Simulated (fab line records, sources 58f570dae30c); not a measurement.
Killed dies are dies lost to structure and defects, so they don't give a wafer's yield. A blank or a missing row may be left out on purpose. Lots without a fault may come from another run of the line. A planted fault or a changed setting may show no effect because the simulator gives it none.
Problem report in the 8D (eight disciplines) form, filled by code | flow berkeley_cmos170 | the parts of the form that need people (team, actions taken, sign-off) are left out

1. THE PROBLEM
bias_w at UCB170_GATE_ETCH_14 reads a mean of 94.5 W on 6 wafers of 2 lots; wafers without a fault read 100.0 W with a standard deviation of 0.32. That is -17 standard deviations from the usual mean.
The step: etches BARC in N2/H2.
First seen on wafer L347.3, day 9 01:54, on rie_diel-02. The record holds 42 wafers of 14 lots with a number at this step. Rule for "out", or "out of limits": more than 4 standard deviations from the usual mean. The other wafers with a number count as sound.

2. WHAT IT IS AND WHAT IT IS NOT
question                    | is                     | is not
which readings at this step | bias_w                 | drypump_motor_current_A, oes_product_au, throttle_valve_pct
which lots                  | L347, L350             | L337, L338, L340, L341, L343, L344, L345, L346, L348, L351, L357, L358
which wafers of those lots  | all that have a number | -
read on which tools         | rie_diel-02            | rie_diel-01, rie_diel-04
when                        | from day 9 01:54       | up to then (30 sound wafers); but 6 sound wafers of L357, L358 came after

3. SUSPECTS, AND WHAT RULES EACH OUT
Counting: a tool at a process step up to the reading stays a suspect if it ran every lot that is out and no sound lot after the first of them.
- rie_diel-02 at UCB170_GATE_ETCH_14 (etches BARC in N2/H2): kept. It ran every lot that is out, first L347 (day 9 01:54), and no sound lot after that; its last sound lot up to then is L348 (day 9 01:37). Its own readings are out on those wafers: bias_w.
Left after counting: rie_diel-02 at UCB170_GATE_ETCH_14.

4. THE CAUSE (what the simulator had put in)
Process parameter drift: rie_diel-02, from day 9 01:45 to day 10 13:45, at UCB170_GATE_ETCH_14. Setting bias_w, moved by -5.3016, from 100. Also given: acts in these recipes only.
Counting left only this tool.

5. THE CHAIN OF EFFECTS, in route order
Each row: a reading whose mean over the struck wafers that have a number lies more than 3 standard deviations from the usual. Only readings for which the record gives a usual standard deviation are gone through. hours: the time from each lot's start at the first step in this table that gives one to its start at this step, as a median over the lots. sigmas: the change in usual standard deviations.
hours | step                | reading | usual   | on struck wafers | change | sigmas
0     | UCB170_GATE_ETCH_14 | bias_w  | 100.0 W | 94.5             | -5.5   | -17
The process steps in it:
- UCB170_GATE_ETCH_14: etches BARC in N2/H2.
Later measuring or inspecting steps at which every struck wafer that the step has a row for has a number for every such reading, and none has moved that far: UCB170_PLDD_OVL_MEAS_07.

6. WHAT WOULD HAVE CAUGHT IT SOONER
In this record the first reading out of limits was taken at day 9 01:54, 0 hours after the fault began at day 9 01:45.
